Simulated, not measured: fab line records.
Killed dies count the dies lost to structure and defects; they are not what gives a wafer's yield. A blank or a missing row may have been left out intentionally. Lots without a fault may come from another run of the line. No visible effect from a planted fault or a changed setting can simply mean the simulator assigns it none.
Split-lot trial -- flow rit_cmos -- 23 wafers read from 5 lots, route of 202 steps

== ON THE SPLIT ==
At RIT_PWELL_IMPLANT_08, the setting dose_cm2 was moved away from the recipe's 7e+13 on 6 of the 23 wafers read, by -2.3% to +7.5%. For the rest of the wafers, this setting stayed at what the recipe calls for.

== FROM THE SPLIT TO THE READING: what the file shows between them, 3 steps ==
- RIT_PWELL_STRIP_09: strips in O2, time 180 s
- RIT_PWELL_TW_MEAS_10
- RIT_WELLDRIVE_ANNEAL_00: time 14700 s

== THE READING ==
PWELL_RS in ohm/sq, measured at RIT_WELLDRIVE_RS_MEAS_02 by four-point-probe. Typical for fault-free wafers on this fab line: 429.9 ohm/sq, with standard deviation 1 ohm/sq.

wafer,"tool, chamber at the split",dose_cm2 as run,against the recipe,"PWELL_RS, ohm/sq",against lot-mates on the recipe
L077.2,"implanter-03, 0",7e+13,recipe,428.5,-
L077.3,"implanter-03, 0",7e+13,recipe,428.9,-
L077.4,"implanter-03, 0",7e+13,recipe,428.9,-
L077.5,"implanter-03, 0",7e+13,recipe,429.2,-
L077.6,"implanter-03, 0",7e+13,recipe,429.2,-
L079.1,"implanter-03, 0",7e+13,recipe,431.4,-
L079.3,"implanter-03, 0",7.522e+13,+7.5%,412.2,-18.6
L079.4,"implanter-03, 0",7e+13,recipe,430.8,-
L079.5,"implanter-03, 0",7.522e+13,+7.5%,410.8,-20.0
L079.6,"implanter-03, 0",7e+13,recipe,430.1,-
L082.1,"implanter-03, 0",7e+13,recipe,431.0,-
L082.3,"implanter-03, 0",7e+13,recipe,430.5,-
L082.4,"implanter-03, 0",7e+13,recipe,430.6,-
L082.5,"implanter-03, 0",7.177e+13,+2.5%,423.8,-6.9
L082.6,"implanter-03, 0",7.177e+13,+2.5%,423.5,-7.2
L083.4,"implanter-02, 0",7e+13,recipe,428.9,-
L083.5,"implanter-02, 0",7e+13,recipe,430.5,-
L083.6,"implanter-02, 0",7e+13,recipe,429.6,-
L084.2,"implanter-03, 0",7e+13,recipe,430.5,-
L084.3,"implanter-03, 0",7e+13,recipe,431.7,-
L084.4,"implanter-03, 0",7e+13,recipe,432.1,-
L084.5,"implanter-03, 0",6.839e+13,-2.3%,437.1,+5.7
L084.6,"implanter-03, 0",6.839e+13,-2.3%,436.6,+5.2

THE FIT
A straight line over all 23 wafers: PWELL_RS changes by -2.55 ohm/sq for each +1% of dose_cm2; r = -0.99; the points scatter about the line by 1 ohm/sq.
The same after taking each lot's own level away (the mean of its wafers on the recipe; 23 wafers): -2.57 ohm/sq for each +1%; r = -1.00; scatter 0.54 ohm/sq.
The reading moves by 19 ohm/sq for the largest change in dose_cm2, on that fit.
From 428.94 to 431.43 ohm/sq: that is the span of the lots' own levels, equal to 2.5 times the standard deviation above.
The two slopes agree, so the slope changes little with the lot-to-lot level.
Check: with one of the wafers moved furthest among these (+7.5%) left out of the fit, the line predicts -19.8 ohm/sq for it against its lot-mates. Against them it came out at -18.6 ohm/sq.

== FURTHER SPLITS ON THESE WAFERS ==
These wafers also went through other splits before the reading. Each is held against what the fit with the lots' levels taken away leaves over:
other split on the same wafers,wafers away from the commonest value,r with PWELL_RS (lot level and that fit taken away)
RIT_ACTIVE_COAT_06 spin_rpm,7,+0.25
RIT_ACTIVE_SOFTBAKE_07 time_s,6,+0.02
RIT_NWELL_COAT_01 resist_thk_nm,6,+0.09
RIT_NWELL_IMPLANT_08 energy_kev,4,-0.30

== THE WHOLE CHAIN: every reading that the file lists as answering this split, in the file's order ==
step,what it does,reading,change (the file's fit),r (the file's)
RIT_PWELL_TW_MEAS_10,,PWELL_TW,+3.18 for each +1% of the setting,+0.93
RIT_WELLDRIVE_RS_MEAS_02,measures by four-point-probe,PWELL_RS,-2.58 for each +1% of the setting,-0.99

== FILE'S OWN FIT ==
PWELL_RS changes by -2.58 ohm/sq for each +1% of dose_cm2, r = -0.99.
